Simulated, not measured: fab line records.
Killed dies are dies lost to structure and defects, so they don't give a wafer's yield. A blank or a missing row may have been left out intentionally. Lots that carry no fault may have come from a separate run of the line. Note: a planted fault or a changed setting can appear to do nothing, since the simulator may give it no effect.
Struck lot and sound lot, side by side :: flow rit cmos :: 27 out of 202 route steps
Sound: wafers L614.3, L614.5, L614.6. Struck: wafer L629.6 (left out: L629.2, L629.3 of the same lot, which were not struck); the cause appears at the end.
For every step that has rows: the tool of each side, followed by ch and its chambers, followed by its first start. Under that, the readings that differ: sound wafers :: struck wafers :: difference of the means :: sigmas: that difference in standard deviations of wafers without a fault.
alike: readings with means less than 2 such deviations apart, plus words and numbers identical on both sides. not compared: withheld readings, readings lacking a value on some wafer, bounds such as >300 that could conceal the same value, and numbers that have no deviation in the record and whose values overlap.
Wherever a step has rows on one side only, a row that says differs or no value, or a row with sigmas, the two part there. Numbers that don't overlap but have no deviation are shown without sigmas and don't part them. A reading that every wafer of one side lacks parts them only if that side has two wafers or more.

first, 4 steps without rows for these wafers: RIT_CONTACT_SOFTBAKE_04 (time 60 s); RIT_CONTACT_EXPOSE_05 (exposes mask M11, target cd 1000 nm); RIT_CONTACT_PEB_06; RIT_CONTACT_DEVELOP_07 (develop time 120 s).
RIT_CONTACT_CD_MEAS_08: target cd 1000 nm.
  sound: cd sem-02 at day 3 07:58; struck: cd sem-02 at day 6 12:23
  alike: cd nm
RIT_CONTACT_OVL_MEAS_09:
  sound: overlay-01 at day 3 08:04; struck: overlay-02 at day 6 12:30
  alike: CONTACT_OVL
then, 1 step without rows for these wafers: RIT_CONTACT_HARDBAKE_10 (time 60 s).
RIT_CONTACT_ETCH_11: etches SiO2 in CHF3/CF4/Ar, stops on TiSi2, target depth 480 nm, time 320 s.
  sound on rie diel-04 ch 0,1,2, day 3 08:14; struck on rie diel-04 ch 2, day 6 12:41
  alike: cf4 flow sccm, drypump motor current A, oes product au, throttle valve pct
  not compared: rf hours counter h
RIT_CONTACT_STRIP_12: strips in O2, time 180 s.
  sound on plasma asher-04 ch 0,1, day 3 08:29; struck on plasma asher-03 ch 0, day 6 12:52
  alike: drypump motor current A
  not compared: rf hours counter h
RIT_CONTACT_CD_MEAS_90: target cd 1000 nm.
  sound: cd sem-02 at day 3 08:38; struck: cd sem-02 at day 6 13:04
  alike: cd nm
then, 2 steps without rows for these wafers: RIT_CONTACT_CLEAN_13 (cleans in SC1, time 571.1 s); RIT_CONTACT_CLEAN_14 (cleans in SC2, time 600 s).
RIT_M1_SPUTTER_00: material Al, target thk 400 nm, time 500 s.
  sound: pvd sputter-02 at day 3 09:05; struck: pvd sputter-01 at day 6 13:32
reading: chamber pressure pa (Pa)
sound: 0.4022 0.4001 0.4008
struck: 0.3750
difference: -0.0260
sigmas: -31

reading: model.Al_of_M1_SPUTTER_00.thk nm (nm)
sound: 400.6 404 400.7
struck: 409.4
difference: +7.6
sigmas: 
  alike: throttle valve pct
RIT_M1_RS_MEAS_01: measures by four-point-probe.
  sound: film metro-03 at day 3 09:25; struck: film metro-02 at day 6 13:51
reading: M1_AL_RS (ohm/sq)
sound: 0.0733 0.0729 0.0731
struck: 0.0713
difference: -0.0018
sigmas: -2
RIT_M1_THK_MEAS_02: measures by xrf.
  sound: film metro-03 at day 3 09:31; struck: film metro-02 at day 6 13:58
  alike: M1_AL_THK
then, 6 steps without rows for these wafers: RIT_M1_HMDS_03 (prime time 60 s); RIT_M1_COAT_04 (resist thk 1300 nm); RIT_M1_SOFTBAKE_05 (time 60 s); RIT_M1_EXPOSE_06 (exposes mask M12, target cd 2600 nm); RIT_M1_PEB_07; RIT_M1_DEVELOP_08 (develop time 68 s).
RIT_M1_CD_MEAS_09: target cd 2600 nm.
  sound: cd sem-01 at day 3 10:37; struck: cd sem-02 at day 6 15:02
reading: cd nm (nm)
sound: 2595.0 2598.0 2595.8
struck: 2601.3
difference: +5.0
sigmas: +2
RIT_M1_OVL_MEAS_10:
  sound: overlay-01 at day 3 10:42; struck: overlay-02 at day 6 15:08
  alike: M1_OVL
then, 1 step without rows for these wafers: RIT_M1_HARDBAKE_11 (time 120 s).
RIT_M1_METAL_ETCH_12: etches Al in Cl2/BCl3, stops on SiO2, time 171.1 s, target depth 600 nm.
  sound on rie metal-04 ch 0,1, day 3 11:05; struck on rie metal-04 ch 1, day 6 15:25
reading: oes product au (a.u.)
sound: 0.763 0.781 0.753
struck: 0.790
difference: +0.024
sigmas: +2

reading: model.M1.feature depth nm (nm)
sound: 434.7 437.9 434.7
struck: 443.4
difference: +7.6
sigmas: 

reading: model.etch.depth nm (nm)
sound: 400.6 404 400.7
struck: 409.4
difference: +7.6
sigmas: 
  alike: drypump motor current A, throttle valve pct
  not compared: rf hours counter h
then, 1 step without rows for these wafers: RIT_M1_STRIP_13 (strips in nmp, time 600 s).
RIT_M1_PROBE_99:
  sound: prober-01 at day 3 13:23; struck: prober-02 at day 6 17:56
reading: defect limited yield (%)
sound: 98.1 96.2 98.9
struck: 95.1
difference: -2.6
sigmas: -2

reading: killed at front end
sound: 5 10 3
struck: 13
difference: +7
sigmas: +2

reading: killed dies
sound: 5 10 3
struck: 13
difference: +7
sigmas: +2

reading: sort n pass
sound: 259 254 261
struck: 251
difference: -7
sigmas: -2

reading: sort yield pct (%)
sound: 98.1 96.2 98.9
struck: 95.1
difference: -2.6
sigmas: -2
  alike: killed at contacts, killed open, killed short, sort_bin_3_pad_short, sort_bin_5_function, sort_bin_6_memory

WHERE THEY PART
At RIT_M1_SPUTTER_00 first; at RIT_M1_PROBE_99 last (within this record only).

WHY: the cause the simulator had injected
Process parameters drifting: pvd sputter-01 at RIT_M1_SPUTTER_00, beginning at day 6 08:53. Setting chamber pressure pa shifted by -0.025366 from 0.4. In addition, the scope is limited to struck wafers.
